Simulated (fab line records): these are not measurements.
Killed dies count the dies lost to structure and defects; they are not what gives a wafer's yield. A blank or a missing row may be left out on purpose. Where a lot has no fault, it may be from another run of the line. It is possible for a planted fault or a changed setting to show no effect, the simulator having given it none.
8D (eight disciplines) problem report, filled in by code | flow rit-cmos | the parts of the form that need people (team, actions taken, sign-off) are left out

== 1. THE ISSUE ==
Wafers free of any fault read 2356 (standard deviation 24) for PLDD_TW at RIT_PLDD_TW_MEAS_10, against a mean of 2576 on 6 wafers of 2 lots. Relative to the usual mean, that is a shift of +9.2 standard deviations.
First observed at day 5 05:19: wafer L509.3, on film-metro-04. Wafers with a number at this step in the record: 42, from 14 lots. The rule behind "out" and "out of limits": a value lying over 4 standard deviations away from the usual mean. All remaining wafers that have a number are taken as sound.

== 2. WHAT THIS IS AND IS NOT ==
question                    | is                           | is not
which readings at this step | PLDD_TW                      | -
which lots                  | L509, L510                   | L502, L503, L505, L511, L512, L513, L515, L521, L522, L523, L524, L525
which wafers of those lots  | all that have a number       | -
read on which gauges        | film-metro-01, film-metro-04 | film-metro-02
when                        | from day 5 05:19             | up to then (9 sound wafers); but 27 sound wafers of L511, L512, L513, L515, L521, L522, L523, L524, L525 came after

== 3. THE SUSPECTS, EACH WITH WHAT RULES IT OUT ==
Counting: a tool stays on the suspect list if, at a process step up to the reading, it processed all lots that are out and no sound lot following the first of them.
- the gauge at RIT_PLDD_TW_MEAS_10 is ruled out. Those wafers that are out were read across 2 gauges (film-metro-01, film-metro-04).
- plasma-asher-03 at RIT_GATE_STRIP_20 (strips in O2, time 180 s): ruled out as a lasting fault. Sound lots L511, L513, L523, L525 ran on it after its first lot that is out, L509 (day 4 18:40).
- implanter-03 at RIT_PLDD_IMPLANT_08: ruled out as a lasting fault. Sound lots L524 ran on it after its first lot that is out, L509 (day 5 05:01).
Left after counting: nothing in the record.

== 4. THE CAUSE (what the simulator had put in) ==
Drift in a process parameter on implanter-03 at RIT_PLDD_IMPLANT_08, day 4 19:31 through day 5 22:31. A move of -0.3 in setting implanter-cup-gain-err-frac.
It was ruled out by counting, in error; the rule expects a fault to strike all lots run on its tool from its start on, and this fault did not.

== 5. THE EFFECT CHAIN, in route order ==
Each row: a reading where the mean over the struck wafers with a number is more than 3 standard deviations away from the usual. Only readings for which the record gives a usual standard deviation are gone through. hours: the time from each lot's start at the first step in this table that gives one to its start at this step, as a median over the lots. sigmas: the change in usual standard deviations.
hours | step                    | reading            | usual        | on struck wafers | change | sigmas
0     | RIT_PLDD_IMPLANT_08     | beam-on-s          | 10.00 s      | 14.31            | +4.31  | +22
0     | RIT_PLDD_IMPLANT_08     | faraday-current-uA | 2820         | 1974             | -846   | -15
0     | RIT_PLDD_TW_MEAS_10     | PLDD_TW            | 2356         | 2576             | +220   | +9.2
7     | RIT_SDANNEAL_RS_MEAS_06 | PLDD_RS            | 178.5 ohm/sq | 159.8            | -18.7  | -33
Process steps it contains:
- RIT_PLDD_IMPLANT_08
Later measuring or inspecting steps at which every struck wafer that the step has a row for has a number for every such reading, and none has moved that far: RIT_NSD_OVL_MEAS_06.

== 6. HOW IT WOULD HAVE BEEN CAUGHT EARLIER ==
The first out-of-limits reading at a measuring or inspecting step in this record came at day 5 05:19, 10 hours after the fault's start at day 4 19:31.
Tool's own readings at RIT_PLDD_IMPLANT_08, beam-on-s, faraday-current-uA: out on all struck wafers the step has rows for; an alarm limit on them would have tripped on the first.
